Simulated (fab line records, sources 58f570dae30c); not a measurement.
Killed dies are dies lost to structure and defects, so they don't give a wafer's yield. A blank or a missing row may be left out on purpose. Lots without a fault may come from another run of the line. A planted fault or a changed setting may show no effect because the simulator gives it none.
fab line records | flow berkeley_cmos170
record lots=5 wafers=15 last_day=11
route steps=331 shown M1@253 V1@254 M2@271
lots that met no fault: from a run of the same line without faults
start_h: hours from the record's first day to the start of the lot's first wafer shown | wait_h: hours since the lot's step before | " the same as in the row above | L1.1+2: a row that stands for several wafers | - no value, or no start given | * or withheld: withheld | < > ~ a bound
route shown NAME@n: a module of which the file shows steps, and the number in the route of the first | usual: mean/standard deviation of fault-free wafers | same: alike in all rows | chamber/n: place in a boat | sites: the reading at each site | _std_site: their standard deviation | _edge_site: outer sites' mean less inner sites' | radius_mm: how far each site lies from the wafer's centre | mask NAME#n: copy n | behind: the tool/chamber that last shaped the wafer | hold: why the lot was held/for how many hours/how that ended | device: the transistor (n, p or np) that didn't switch | end of line: the same wafers' tests at the end of the route | a step without rows: its recipe alone | killed: dies lost to structure and defects at the first sort, not the wafer's yield | map: a wafer's dies, x killed, . not, _ none there
set.NAME: the setting as run; set.NAME@STEP: as run at that earlier step | model.NAME: the simulator's own value behind a step, which no gauge read
lots at some steps of the route; a table a step, a row a wafer
services: from which hour (start_h, from the record's first day; less than 0 if before it) a tool's chamber was out of use, for how many hours, and why
## steps
# step UCB170_M1_ANNEAL_14
# recipe temp_c=400 time_s=1200 ambient=forming_gas
# columns lot.wafer tool chamber start_h wait_h
L080.1+3+4 - - 177.46 1.3
L083.1+3+6 - - 201.37 2.3
L089.2+3+6 - - 218.41 1.3
L091.3+4+5 - - 240.97 5.2
L095.2+4+5 - - 254.60 3.8
# step UCB170_V1_CVD_00
# recipe material=SiO2 target_thk_nm=2000 temp_c=390 precursor=TEOS/O2 time_s=250 rf_w=550 pressure_mtorr=9000
# usual heater_power_w=255/57
# columns lot.wafer tool chamber start_h wait_h heater_power_w since_wet_clean_h
L080.1 pecvd-04 0 178.95 0.2 290 150
L080.3 " 2 " " 210 150
L080.4 " 0 " " 206 -
L083.1 pecvd-01 1 202.70 0.0 351 53
L083.3 " 0 " " 281 53
L083.6 " 2 " " 175 -
L089.2 pecvd-03 0 219.75 0.0 349 405
L089.3 " 1 " " 184 -
L089.6 " 0 " " 326 -
L091.3 pecvd-01 2 242.30 0.0 213 93
L091.4 " 0 " " 300 -
L091.5 " 1 " " 262 -
L095.2 pecvd-01 2 256.09 0.2 245 107
L095.4 " 2 " " 177 -
L095.5 " 1 " " 362 -
# step UCB170_V1_THK_MEAS_01
# recipe reads=SiO2_of_V1_CVD_00
# usual V1_TEOS_THK=2009/23
# columns lot.wafer tool chamber start_h wait_h V1_TEOS_THK[nm]
L080.1 film_metro-04 - 179.11 0.1 2015
L080.3 " - " " 2020
L080.4 " - " " 2008
L083.1 film_metro-02 - 202.85 0.1 2014
L083.3 " - " " 1979
L083.6 " - " " 2011
L089.2 film_metro-01 - 219.99 0.2 1988
L089.3 " - " " 2026
L089.6 " - " " 2043
L091.3 film_metro-02 - 242.48 0.1 1978
L091.4 " - " " 2023
L091.5 " - " " 2017
L095.2 film_metro-04 - 256.32 0.1 1977
L095.4 " - " " 2011
L095.5 " - " " 2031
# step UCB170_V1_CMP_02
# recipe material=SiO2 down_force_psi=6 platen_rpm=60 pad_velocity_m_s=0.75398
# usual edge_zone_pressure_frac=1.000/0.0053 motor_current_A=17.1/1 retaining_ring_pressure_frac=1.001/0.0053
# columns lot.wafer tool chamber start_h wait_h edge_zone_pressure_frac motor_current_A retaining_ring_pressure_frac
L080.1 cmp-01 3 179.40 0.3 1.000 15.7 1.002
L080.3 " 0 " " 1.002 18.4 1.006
L080.4 " 1 " " 1.000 16.9 0.997
L083.1 cmp-02 2 202.91 0.1 0.995 18.0 1.001
L083.3 " 0 " " 1.002 18.6 0.996
L083.6 " 3 " " 1.003 18.1 1.002
L089.2 cmp-02 2 220.14 0.1 1.005 17.8 1.002
L089.3 " 3 " " 0.987 17.4 1.004
L089.6 " 1 " " 1.007 16.7 1.002
L091.3 cmp-01 2 242.57 0.1 1.006 17.0 0.997
L091.4 " 0 " " 1.005 18.3 1.005
L091.5 " 2 " " 0.997 15.1 0.996
L095.4 cmp-02 0 256.50 0.2 1.002 17.3 1.010
L095.2 " 2 " " 1.001 18.2 1.000
L095.5 " 3 " " 0.996 17.4 0.997
# step UCB170_V1_BOW_MEAS_03
# recipe mode=bow
# usual V1_BOW=19/6.8
# columns lot.wafer tool chamber start_h wait_h V1_BOW[um]
L080.1 film_metro-02 - 179.65 0.2 18
L080.3 " - " " 32
L080.4 " - " " 22
L083.1 film_metro-04 - 203.21 0.2 22
L083.3 " - " " 34
L083.6 " - " " 32
L089.2 film_metro-04 - 220.36 0.2 16
L089.3 " - " " 11
L089.6 " - " " 23
L091.3 film_metro-02 - 242.86 0.2 24
L091.4 " - " " 20
L091.5 " - " " 29
L095.2 film_metro-01 - 256.77 0.1 26
L095.4 " - " " 18
L095.5 " - " " 24
# step UCB170_V1_THK_MEAS_04
# recipe reads=SiO2_of_V1_CVD_00
# usual V1_POLISHED_THK=1016.8/1.1
# columns lot.wafer tool chamber start_h wait_h V1_POLISHED_THK[nm]
L080.1 film_metro-02 - 179.77 0.1 1015.1
L080.3 " - " " 1017.7
L080.4 " - " " 1016.3
L083.1 film_metro-04 - 203.33 0.1 1017.2
L083.3 " - " " 1016.6
L083.6 " - " " 1016.4
L089.2 film_metro-04 - 220.47 0.1 1018.2
L089.3 " - " " 1016.2
L089.6 " - " " 1017.8
L091.3 film_metro-02 - 242.96 0.1 1017.0
L091.4 " - " " 1017.1
L091.5 " - " " 1015.2
L095.2 film_metro-01 - 256.88 0.1 1015.3
L095.4 " - " " 1016.4
L095.5 " - " " 1015.0
# step UCB170_V1_CLEAN_05
# recipe chemistry=DIW
# columns lot.wafer tool chamber start_h wait_h
L080.1+3+4 wet_bench-02 3 179.96 0.2
L083.1+3+6 wet_bench-04 3 203.39 0.1
L089.2+3+6 wet_bench-01 1 220.62 0.1
L091.3+4+5 wet_bench-01 0 243.05 0.1
L095.2+4+5 wet_bench-04 2 256.93 0.0
# step UCB170_V1_HMDS_06
# recipe prime_time_s=60 prime_temp_c=100
# usual chill_plate_temp_C=22.99/0.12
# columns lot.wafer tool chamber start_h wait_h chill_plate_temp_C
L080.1 litho_track-01 0 180.26 0.1 22.87
L080.3 " 0 " " 22.81
L080.4 " 0 " " 23.07
L083.1 litho_track-03 0 203.60 0.0 22.94
L083.3 " 0 " " 22.82
L083.6 " 0 " " 22.96
L089.2 litho_track-01 0 220.82 0.0 22.92
L089.3 " 0 " " 23.09
L089.6 " 0 " " 23.09
L091.3 litho_track-01 0 243.56 0.3 22.86
L091.4 " 0 " " 22.88
L091.5 " 0 " " 22.92
L095.2 litho_track-01 0 257.29 0.2 23.09
L095.4 " 0 " " 23.15
L095.5 " 0 " " 23.19
# step UCB170_V1_COAT_07
# recipe resist=KrF spin_rpm=1500 resist_thk_nm=900
# usual chill_plate_temp_C=22.98/0.11
# columns lot.wafer tool chamber start_h wait_h chill_plate_temp_C
L080.1 litho_track-01 0 180.41 0.1 23.04
L080.3 " 0 " " 23.11
L080.4 " 0 " " 22.98
L083.1 litho_track-03 0 203.75 0.1 22.91
L083.3 " 0 " " 22.88
L083.6 " 0 " " 22.87
L089.2 litho_track-01 0 220.97 0.1 22.88
L089.3 " 0 " " 22.82
L089.6 " 0 " " 22.96
L091.3 litho_track-01 0 243.71 0.1 22.88
L091.4 " 0 " " 23.00
L091.5 " 0 " " 23.00
L095.2 litho_track-01 0 257.44 0.1 23.06
L095.4 " 0 " " 22.83
L095.5 " 0 " " 22.99
# step UCB170_V1_SOFTBAKE_08
# recipe resist=KrF temp_c=130 time_s=60
# usual chill_plate_temp_C=22.99/0.091
# columns lot.wafer tool chamber start_h wait_h chill_plate_temp_C
L080.1 litho_track-01 0 180.56 0.1 23.11
L080.3 " 0 " " 22.94
L080.4 " 0 " " 23.03
L083.1 litho_track-03 0 203.90 0.1 23.14
L083.3 " 0 " " 23.07
L083.6 " 0 " " 23.00
L089.2 litho_track-01 0 221.12 0.1 23.00
L089.3 " 0 " " 22.98
L089.6 " 0 " " 23.08
L091.3 litho_track-01 0 243.86 0.1 23.03
L091.4 " 0 " " 22.93
L091.5 " 0 " " 23.08
L095.2 litho_track-01 0 257.59 0.1 22.98
L095.4 " 0 " " 23.01
L095.5 " 0 " " 22.92
# step UCB170_V1_EXPOSE_09
# recipe mask_id=VIA1 target_cd_nm=700 na=0.5 sigma_outer=0.6 source_shape=conventional dose_mj=37
# columns lot.wafer tool chamber start_h wait_h mask
L080.1+3+4 krf_scanner-02 0 180.87 0.3 VIA1#0
L083.1+3+6 krf_scanner-02 0 204.05 0.1 VIA1#0
L089.2+3+6 krf_scanner-02 0 221.26 0.1 VIA1#0
L091.3+4+5 krf_scanner-02 0 244.12 0.2 VIA1#0
L095.2+4+5 krf_scanner-01 0 257.91 0.3 VIA1#0
# step UCB170_V1_PEB_10
# recipe peb_temp_c=130 peb_time_s=withheld resist=KrF
# usual chill_plate_temp_C=23.02/0.097
# columns lot.wafer tool chamber start_h wait_h chill_plate_temp_C
L080.1 litho_track-03 0 181.25 0.4 23.11
L080.3 " 0 " " 23.23
L080.4 " 0 " " 23.11
L083.1 litho_track-03 0 204.50 0.4 23.05
L083.3 " 0 " " 22.97
L083.6 " 0 " " 22.86
L089.2 litho_track-02 0 222.09 0.8 23.00
L089.3 " 0 " " 23.24
L089.6 " 0 " " 23.13
L091.3 litho_track-03 0 244.25 0.1 23.09
L091.4 " 0 " " 23.02
L091.5 " 0 " " 23.12
L095.2 litho_track-02 0 258.28 0.3 23.02
L095.4 " 0 " " 22.94
L095.5 " 0 " " 23.01
# step UCB170_V1_DEVELOP_11
# recipe developer=TMAH develop_time_s=45 resist=KrF dev_temp_c=21
# usual chill_plate_temp_C=23.00/0.11
# same develop_time_s=45
# columns lot.wafer tool chamber start_h wait_h chill_plate_temp_C
L080.1 litho_track-03 0 - - 23.10
L080.3 " 0 " " 23.12
L080.4 " 0 " " 23.11
L083.1 litho_track-03 0 - - 22.82
L083.3 " 0 " " 22.91
L083.6 " 0 " " 22.88
L089.2 litho_track-02 0 - - 22.89
L089.3 " 0 " " 22.89
L089.6 " 0 " " 23.01
L091.3 litho_track-03 0 - - 23.08
L091.4 " 0 " " 23.11
L091.5 " 0 " " 23.01
L095.2 litho_track-02 0 - - 22.91
L095.4 " 0 " " 23.06
L095.5 " 0 " " 23.06
# step UCB170_V1_CD_MEAS_12
# recipe target_cd_nm=700
# usual cd_nm=700.1/1.3
# columns lot.wafer tool chamber start_h wait_h cd_nm
L080.1 cd_sem-02 - 181.53 - 700.6
L080.3 " - " " 699.3
L080.4 " - " " 699.8
L083.1 cd_sem-02 - 204.77 - 701.8
L083.3 " - " " 701.2
L083.6 " - " " 700.7
L089.2 cd_sem-02 - 222.36 - 699.9
L089.3 " - " " 699.9
L089.6 " - " " 699.8
L091.3 cd_sem-01 - 244.52 - 697.9
L091.4 " - " " 697.8
L091.5 " - " " 698.1
L095.2 cd_sem-02 - 258.55 - 699.7
L095.4 " - " " 699.3
L095.5 " - " " 699.7
# step UCB170_V1_OVL_MEAS_13
# usual V1_OVL=3/4.4
# columns lot.wafer tool chamber start_h wait_h V1_OVL[nm]
L080.1 overlay-01 - 181.65 0.1 8
L080.3 " - " " 12
L080.4 " - " " 12
L083.1 overlay-01 - 204.89 0.1 1
L083.3 " - " " 5
L083.6 " - " " 3
L089.2 overlay-02 - 222.47 0.1 0
L089.3 " - " " -6
L089.6 " - " " 0
L091.3 overlay-02 - 244.61 0.1 6
L091.4 " - " " 1
L091.5 " - " " 8
L095.2 overlay-01 - 258.65 0.1 2
L095.4 " - " " 3
L095.5 " - " " 0
# step UCB170_V1_ETCH_14
# recipe chemistry=CHF3/CF4/Ar target=SiO2 stop_on=Al CHF3_flow_sccm=45 cf4_flow_sccm=15 Ar_flow_sccm=150 pressure_mtorr=200 rf_w=700 target_depth_a=12500 over_etch_frac=0.25 time_s=291
# usual drypump_motor_current_A=5.8/0.42 oes_product_au=0.876/0.014 throttle_valve_pct=6.95/0.11
# columns lot.wafer tool chamber start_h wait_h drypump_motor_current_A oes_product_au rf_hours_counter_h throttle_valve_pct
L080.1 rie_diel-01 1 181.68 0.0 6.1 0.867 65 6.73
L080.3 " 2 " " 6.1 0.867 4 6.97
L080.4 " 3 " " 5.6 0.887 8 6.83
L083.1 rie_diel-02 2 204.93 0.0 6.2 0.883 127 7.05
L083.3 " 3 " " 6.0 0.862 44 7.00
L083.6 " 0 " " 5.3 0.899 - 6.94
L089.2 rie_diel-02 1 222.50 0.0 5.6 0.885 75 6.98
L089.3 " 3 " " 6.0 0.861 45 6.99
L089.6 " 3 " " 6.0 0.859 - 7.00
L091.3 rie_diel-01 0 244.63 0.0 5.3 0.892 36 7.07
L091.4 " 2 " " 6.1 0.872 7 6.97
L091.5 " 0 " " 5.2 0.897 - 7.07
L095.2 rie_diel-01 0 258.68 0.0 5.3 0.893 37 7.07
L095.4 " 1 " " 6.0 0.861 69 6.70
L095.5 " 1 " " 6.0 0.864 - 6.72
# step UCB170_V1_STRIP_15
# recipe chemistry=O2 power_w=400 pressure_mtorr=3500 platen_temp_c=withheld o2_flow_sccm=400 overash_fraction=0.5
# usual drypump_motor_current_A=5.9/0.49 oes_product_au=0.722/0.0043 strip_time_to_endpoint_s=15.30/0.098
# columns lot.wafer tool chamber start_h wait_h drypump_motor_current_A oes_product_au rf_hours_counter_h strip_time_to_endpoint_s
L080.1 plasma_asher-01 0 181.86 0.1 6.4 0.719 7 15.47
L080.3 " 1 " " 5.7 0.717 - 15.35
L080.4 " 0 " " 6.4 0.721 - 15.30
L083.1 plasma_asher-02 1 205.11 0.1 5.3 0.719 53 15.18
L083.3 " 1 " " 5.3 0.722 - 15.10
L083.6 " 0 " " 5.7 0.717 - 15.26
L089.2 plasma_asher-02 1 222.68 0.1 5.3 0.721 56 15.30
L089.3 " 1 " " 5.3 0.723 - 15.31
L089.6 " 1 " " 5.3 0.721 - 15.25
L091.3 plasma_asher-02 1 244.84 0.1 5.3 0.723 - 15.43
L091.4 " 0 " " 5.6 0.724 - 15.51
L091.5 " 0 " " 5.6 0.730 - 15.45
L095.2 plasma_asher-03 1 258.86 0.1 5.3 0.714 58 15.41
L095.4 " 1 " " 5.3 0.724 - 15.42
L095.5 " 1 " " 5.3 0.719 - 15.42
# step UCB170_V1_CD_MEAS_90
# recipe target_cd_nm=700
# usual cd_nm=699.9/1.5
# columns lot.wafer tool chamber start_h wait_h cd_nm
L080.1 cd_sem-02 - 182.05 0.2 699.2
L080.3 " - " " 698.8
L080.4 " - " " 699.2
L083.1 cd_sem-02 - 205.21 0.1 703.0
L083.3 " - " " 701.2
L083.6 " - " " 699.8
L089.2 cd_sem-02 - 222.80 0.1 698.1
L089.3 " - " " 699.9
L089.6 " - " " 699.6
L091.3 cd_sem-01 - 244.95 0.1 698.3
L091.4 " - " " 697.8
L091.5 " - " " 698.6
L095.2 cd_sem-02 - 258.98 0.1 699.1
L095.4 " - " " 698.8
L095.5 " - " " 699.1
# step UCB170_M2_PRE_CLEAN_00
# recipe gas=Ar preclean_etch_time_s=60
# columns lot.wafer tool chamber start_h wait_h
L080.1+3+4 pvd_sputter-02 - 182.17 0.1
L083.1+3+6 pvd_sputter-01 - 205.33 0.1
L089.2+3+6 pvd_sputter-02 - 222.90 0.1
L091.3+4+5 pvd_sputter-01 - 245.03 0.1
L095.2+4+5 pvd_sputter-01 - 259.08 0.1
# step UCB170_M2_SPUTTER_01
# recipe material=Al target_thk_nm=900 time_s=120 power_w=5884 chamber_pressure_pa=0.5
# usual throttle_valve_pct=30.5/0.91
# columns lot.wafer tool chamber start_h wait_h throttle_valve_pct
L080.1 pvd_sputter-02 - 182.23 0.0 30.8
L080.3 " - " " 31.1
L080.4 " - " " 30.5
L083.1 pvd_sputter-01 - 205.39 0.0 31.2
L083.3 " - " " 29.7
L083.6 " - " " 30.0
L089.2 pvd_sputter-02 - 222.96 0.0 31.1
L089.3 " - " " 30.3
L089.6 " - " " 31.3
L091.3 pvd_sputter-01 - 245.10 0.0 29.6
L091.4 " - " " 29.0
L091.5 " - " " 29.7
L095.2 pvd_sputter-01 - 259.15 0.0 29.4
L095.4 " - " " 29.9
L095.5 " - " " 29.9
# step UCB170_M2_RS_MEAS_02
# recipe thk_meas_gauge=four-point-probe reads=Al_of_M2_SPUTTER_01
# usual M2_AL_RS=0.03276/0.00026
# columns lot.wafer tool chamber start_h wait_h M2_AL_RS[ohm/sq]
L080.1 film_metro-03 - 182.32 0.0 0.03265
L080.3 " - " " 0.03264
L080.4 " - " " 0.03271
L083.1 film_metro-02 - 205.48 0.0 0.03278
L083.3 " - " " 0.03258
L083.6 " - " " 0.03263
L089.2 film_metro-03 - 223.07 0.1 0.03306
L089.3 " - " " 0.03315
L089.6 " - " " 0.03271
L091.3 film_metro-02 - 245.22 0.1 0.03323
L091.4 " - " " 0.0332
L091.5 " - " " 0.03308
L095.2 film_metro-02 - 259.25 0.1 0.03255
L095.4 " - " " 0.03276
L095.5 " - " " 0.03248
# step UCB170_M2_THK_MEAS_03
# recipe thk_meas_gauge=xrf reads=Al_of_M2_SPUTTER_01
# usual M2_AL_THK=878/8.1
# columns lot.wafer tool chamber start_h wait_h M2_AL_THK[nm]
L080.1 film_metro-03 - 182.44 0.1 882
L080.3 " - " " 886
L080.4 " - " " 878
L083.1 film_metro-02 - 205.60 0.1 875
L083.3 " - " " 883
L083.6 " - " " 879
L089.2 film_metro-03 - 223.18 0.1 870
L089.3 " - " " 868
L089.6 " - " " 879
L091.3 film_metro-02 - 245.32 0.1 865
L091.4 " - " " 859
L091.5 " - " " 866
L095.2 film_metro-02 - 259.36 0.1 879
L095.4 " - " " 873
L095.5 " - " " 882
# step UCB170_M2_HMDS_04
# recipe prime_time_s=60 prime_temp_c=100
# usual chill_plate_temp_C=22.99/0.12
# columns lot.wafer tool chamber start_h wait_h chill_plate_temp_C
L080.1 litho_track-01 0 182.92 0.5 22.89
L080.3 " 0 " " 23.02
L080.4 " 0 " " 23.04
L083.1 litho_track-04 0 205.66 0.1 22.81
L083.3 " 0 " " 22.73
L083.6 " 0 " " 22.88
L089.2 litho_track-04 0 223.60 0.4 23.00
L089.3 " 0 " " 22.94
L089.6 " 0 " " 22.79
L091.3 litho_track-04 0 245.60 0.3 23.09
L091.4 " 0 " " 23.08
L091.5 " 0 " " 23.12
L095.2 litho_track-04 0 259.44 0.1 22.72
L095.4 " 0 " " 22.81
L095.5 " 0 " " 22.97
# step UCB170_M2_COAT_05
# recipe resist=KrF spin_rpm=1500 resist_thk_nm=900
# usual chill_plate_temp_C=22.98/0.11
# columns lot.wafer tool chamber start_h wait_h chill_plate_temp_C
L080.1 litho_track-01 0 183.07 0.1 22.93
L080.3 " 0 " " 22.94
L080.4 " 0 " " 23.12
L083.1 litho_track-04 0 205.81 0.1 22.86
L083.3 " 0 " " 22.95
L083.6 " 0 " " 22.91
L089.2 litho_track-04 0 223.75 0.1 22.92
L089.3 " 0 " " 22.89
L089.6 " 0 " " 22.82
L091.3 litho_track-04 0 245.75 0.1 22.84
L091.4 " 0 " " 22.91
L091.5 " 0 " " 22.94
L095.2 litho_track-04 0 259.59 0.1 22.96
L095.4 " 0 " " 22.99
L095.5 " 0 " " 23.10
# step UCB170_M2_SOFTBAKE_06
# recipe resist=KrF temp_c=130 time_s=60
# usual chill_plate_temp_C=23.02/0.097
# columns lot.wafer tool chamber start_h wait_h chill_plate_temp_C
L080.1 litho_track-01 0 183.22 0.1 23.02
L080.3 " 0 " " 23.02
L080.4 " 0 " " 23.04
L083.1 litho_track-04 0 205.96 0.1 23.20
L083.3 " 0 " " 22.95
L083.6 " 0 " " 22.97
L089.2 litho_track-04 0 223.90 0.1 22.96
L089.3 " 0 " " 23.05
L089.6 " 0 " " 22.97
L091.3 litho_track-04 0 245.90 0.1 23.07
L091.4 " 0 " " 23.06
L091.5 " 0 " " 23.14
L095.2 litho_track-04 0 259.74 0.1 23.10
L095.4 " 0 " " 23.05
L095.5 " 0 " " 23.17
# step UCB170_M2_STRIP_07
# recipe chemistry=O2 power_w=400 pressure_mtorr=3500 platen_temp_c=withheld o2_flow_sccm=400 overash_fraction=0.5
# usual drypump_motor_current_A=5.9/0.46 oes_product_au=0.735/0.0043 strip_time_to_endpoint_s=21.98/0.055
# columns lot.wafer tool chamber start_h wait_h drypump_motor_current_A oes_product_au rf_hours_counter_h strip_time_to_endpoint_s
L080.1 plasma_asher-04 1 183.37 0.1 5.7 0.732 33 21.87
L080.3 " 1 " " 5.7 0.733 - 21.90
L080.4 " 0 " " 5.7 0.739 - 21.93
L083.1 plasma_asher-04 1 206.11 0.1 5.7 0.736 36 22.02
L083.3 " 0 " " 5.8 0.733 - 21.98
L083.6 " 1 " " 5.7 0.733 - 22.01
L089.2 plasma_asher-03 0 224.02 0.1 6.4 0.733 55 21.98
L089.3 " 0 " " 6.4 0.739 - 21.96
L089.6 " 1 " " 5.3 0.740 - 22.00
L091.3 plasma_asher-01 1 246.03 0.1 5.6 0.733 - 21.90
L091.4 " 0 " " 6.5 0.734 - 21.90
L091.5 " 1 " " 5.7 0.737 - 21.90
L095.2 plasma_asher-01 1 259.86 0.1 5.7 0.733 16 22.06
L095.4 " 0 " " 6.5 0.737 - 22.02
L095.5 " 0 " " 6.5 0.739 - 22.03
# step UCB170_M2_STRIP_08
# recipe chemistry=DMSO temp_c=80 time_s=600 material=KrF
# usual bath_heat_duty_pct=18.4/1.4
# columns lot.wafer tool chamber start_h wait_h bath_heat_duty_pct
L080.1 wet_bench-04 1 183.47 0.1 19.7
L080.3 " 1 " " 20.4
L080.4 " 1 " " 20.0
L083.1 wet_bench-01 2 206.21 0.1 19.0
L083.3 " 2 " " 19.2
L083.6 " 2 " " 17.5
L089.2 wet_bench-03 0 224.18 0.1 18.2
L089.3 " 0 " " 20.0
L089.6 " 0 " " 19.0
L091.3 wet_bench-01 0 246.10 0.0 17.2
L091.4 " 0 " " 17.9
L091.5 " 0 " " 17.6
L095.2 wet_bench-03 1 259.96 0.1 18.4
L095.4 " 1 " " 19.3
L095.5 " 1 " " 18.8
# step UCB170_M2_COAT_09
# recipe resist=BARC temp_c=withheld time_s=withheld spin_rpm=3000 resist_thk_nm=withheld
# usual chill_plate_temp_C=*
# columns lot.wafer tool chamber start_h wait_h chill_plate_temp_C
L080.1 litho_track-02 0 184.37 0.7 *
L080.3 " 0 " " *
L080.4 " 0 " " *
L083.1 litho_track-02 0 206.38 0.0 *
L083.3 " 0 " " *
L083.6 " 0 " " *
L089.2 litho_track-02 0 224.38 0.0 *
L089.3 " 0 " " *
L089.6 " 0 " " *
L091.3 litho_track-02 0 246.33 0.1 *
L091.4 " 0 " " *
L091.5 " 0 " " *
L095.2 litho_track-02 0 260.16 0.0 *
L095.4 " 0 " " *
L095.5 " 0 " " *
# step UCB170_M2_COAT_10
# recipe resist=KrF spin_rpm=1500 resist_thk_nm=900
# usual chill_plate_temp_C=23.00/0.1
# columns lot.wafer tool chamber start_h wait_h chill_plate_temp_C
L080.1 litho_track-02 0 - - 23.03
L080.3 " 0 " " 22.94
L080.4 " 0 " " 22.87
L083.1 litho_track-02 0 - - 22.83
L083.3 " 0 " " 22.96
L083.6 " 0 " " 22.90
L089.2 litho_track-02 0 - - 23.03
L089.3 " 0 " " 23.10
L089.6 " 0 " " 23.12
L091.3 litho_track-02 0 - - 23.02
L091.4 " 0 " " 23.03
L091.5 " 0 " " 23.08
L095.2 litho_track-02 0 - - 22.95
L095.4 " 0 " " 23.15
L095.5 " 0 " " 23.09
# step UCB170_M2_SOFTBAKE_11
# recipe resist=KrF temp_c=130 time_s=60
# usual chill_plate_temp_C=22.99/0.093
# columns lot.wafer tool chamber start_h wait_h chill_plate_temp_C
L080.1 litho_track-02 0 - - 23.10
L080.3 " 0 " " 22.95
L080.4 " 0 " " 23.17
L083.1 litho_track-02 0 - - 23.08
L083.3 " 0 " " 23.03
L083.6 " 0 " " 23.04
L089.2 litho_track-02 0 - - 22.99
L089.3 " 0 " " 23.03
L089.6 " 0 " " 22.96
L091.3 litho_track-02 0 - - 22.85
L091.4 " 0 " " 22.99
L091.5 " 0 " " 23.15
L095.2 litho_track-02 0 - - 23.09
L095.4 " 0 " " 23.07
L095.5 " 0 " " 22.88
# step UCB170_M2_EXPOSE_12
# recipe mask_id=METAL2 target_cd_nm=700 na=0.5 sigma_outer=0.6 source_shape=conventional dose_mj=26
# columns lot.wafer tool chamber start_h wait_h mask
L080.1+3+4 krf_scanner-02 0 - - METAL2#0
L083.1+3+6 krf_scanner-02 0 206.96 - METAL2#0
L089.2+3+6 krf_scanner-01 0 224.82 - METAL2#0
L091.3+4+5 krf_scanner-01 0 246.89 - METAL2#0
L095.2+4+5 krf_scanner-01 0 260.87 - METAL2#0
# step UCB170_M2_PEB_13
# recipe peb_temp_c=130 peb_time_s=withheld resist=KrF
# usual chill_plate_temp_C=23.00/0.1
# columns lot.wafer tool chamber start_h wait_h chill_plate_temp_C
L080.1 litho_track-01 0 - - 23.03
L080.3 " 0 " " 23.00
L080.4 " 0 " " 23.01
L083.1 litho_track-02 0 207.07 0.1 22.96
L083.3 " 0 " " 23.04
L083.6 " 0 " " 22.88
L089.2 litho_track-04 0 225.41 0.6 22.95
L089.3 " 0 " " 22.87
L089.6 " 0 " " 22.87
L091.3 litho_track-01 0 247.02 0.1 23.15
L091.4 " 0 " " 22.80
L091.5 " 0 " " 23.01
L095.2 litho_track-04 0 261.69 0.8 22.97
L095.4 " 0 " " 23.04
L095.5 " 0 " " 23.06
# step UCB170_M2_DEVELOP_14
# recipe developer=TMAH develop_time_s=45 resist=KrF dev_temp_c=21
# usual chill_plate_temp_C=23.01/0.11
# same develop_time_s=45
# columns lot.wafer tool chamber start_h wait_h chill_plate_temp_C
L080.1 litho_track-01 0 - - 23.10
L080.3 " 0 " " 22.89
L080.4 " 0 " " 22.99
L083.1 litho_track-02 0 - - 23.08
L083.3 " 0 " " 23.10
L083.6 " 0 " " 23.04
L089.2 litho_track-04 0 - - 22.98
L089.3 " 0 " " 22.92
L089.6 " 0 " " 22.92
L091.3 litho_track-01 0 - - 23.23
L091.4 " 0 " " 23.06
L091.5 " 0 " " 23.26
L095.2 litho_track-04 0 - - 23.11
L095.4 " 0 " " 23.07
L095.5 " 0 " " 22.92
# step UCB170_M2_CD_MEAS_15
# recipe target_cd_nm=700
# usual cd_nm=700.4/1.3
# columns lot.wafer tool chamber start_h wait_h cd_nm
L080.1 cd_sem-02 - 186.41 - 700.1
L080.3 " - " " 699.8
L080.4 " - " " 700.6
L083.1 cd_sem-01 - 207.35 - 700.6
L083.3 " - " " 701.2
L083.6 " - " " 700.1
L089.2 cd_sem-01 - 225.68 - 699.7
L089.3 " - " " 699.8
L089.6 " - " " 698.7
L091.3 cd_sem-02 - 247.28 - 699.0
L091.4 " - " " 699.8
L091.5 " - " " 699.6
L095.2 cd_sem-02 - 261.96 - 698.5
L095.4 " - " " 698.0
L095.5 " - " " 699.1
# step UCB170_M2_OVL_MEAS_16
# usual M2_OVL=-4/5.1
# columns lot.wafer tool chamber start_h wait_h M2_OVL[nm]
L080.1 overlay-01 - 186.53 0.1 -6
L080.3 " - " " -10
L080.4 " - " " -7
L083.1 overlay-02 - 207.47 0.1 1
L083.3 " - " " 5
L083.6 " - " " 4
L089.2 overlay-01 - 225.78 0.1 -6
L089.3 " - " " -3
L089.6 " - " " -5
L091.3 overlay-01 - 247.38 0.1 -9
L091.4 " - " " -12
L091.5 " - " " -8
L095.2 overlay-01 - 262.06 0.1 -11
L095.4 " - " " -3
L095.5 " - " " -7
# step UCB170_M2_ETCH_17
# recipe chemistry=N2/H2 target_depth_a=withheld overetch_a=withheld target=BARC time_s=withheld source_w=500 bias_w=100 pressure_mtorr=30 n2_flow_sccm=100 h2_flow_sccm=200
# usual bias_w=99.98/0.28 drypump_motor_current_A=5.8/0.38 oes_product_au=1.000/0.021 throttle_valve_pct=13.25/0.19
# columns lot.wafer tool chamber start_h wait_h bias_w drypump_motor_current_A oes_product_au throttle_valve_pct
L080.1 rie_diel-04 2 186.56 0.0 100.18 5.5 1.015 13.48
L080.3 " 3 " " 99.81 5.5 1.032 13.35
L080.4 " 1 " " 99.83 6.4 0.986 12.94
L083.1 rie_diel-02 2 207.50 0.0 99.51 6.2 1.016 13.44
L083.3 " 3 " " 100.50 6.0 0.987 13.27
L083.6 " 3 " " 100.18 6.0 0.974 13.27
L089.2 rie_diel-02 3 225.81 0.0 100.22 6.0 0.964 13.27
L089.3 " 0 " " 99.44 5.3 0.991 13.31
L089.6 " 2 " " 100.01 6.3 1.000 13.44
L091.3 rie_diel-01 2 247.40 0.0 100.48 6.2 0.997 13.39
L091.4 " 1 " " 99.59 6.1 0.994 12.92
L091.5 " 1 " " 99.87 6.0 0.988 12.92
L095.2 rie_diel-04 3 262.09 0.0 100.00 5.4 1.034 13.35
L095.4 " 2 " " 100.16 5.6 1.007 13.50
L095.5 " 2 " " 100.35 5.5 1.001 13.49
## services
# columns tool chamber start_h hours kind
krf_scanner-02 - 155.60 3.7 repair
furnace-01 - 158.25 2.6 pm
rie_diel-04 3 159.00 13.3 repair
pecvd-01 0 164.68 34.9 repair
cmp-02 - 167.15 0.4 repair
krf_scanner-01 - 177.17 4.0 pm
rie_diel-04 - 177.34 4.3 pm
plasma_asher-04 - 179.09 1.3 repair
rie_diel-04 2 186.76 3.0 repair
krf_scanner-02 - 187.37 1.0 pm
plasma_asher-04 - 187.54 2.3 repair
krf_scanner-01 - 189.54 0.8 pm
krf_scanner-01 - 193.03 4.4 pm
krf_scanner-02 - 197.40 4.0 pm
cmp-02 - 205.60 0.7 repair
wet_bench-04 - 208.58 1.9 pm
rie_diel-01 - 211.60 0.9 repair
krf_scanner-01 - 218.16 1.2 repair
krf_scanner-02 - 222.06 5.7 repair
wet_bench-01 - 224.59 1.3 repair
furnace-01 - 229.67 4.0 pm
pvd_sputter-02 - 233.42 4.1 repair
furnace-01 - 244.39 5.9 repair
pecvd-01 1 253.82 1.7 repair
## key
fault none
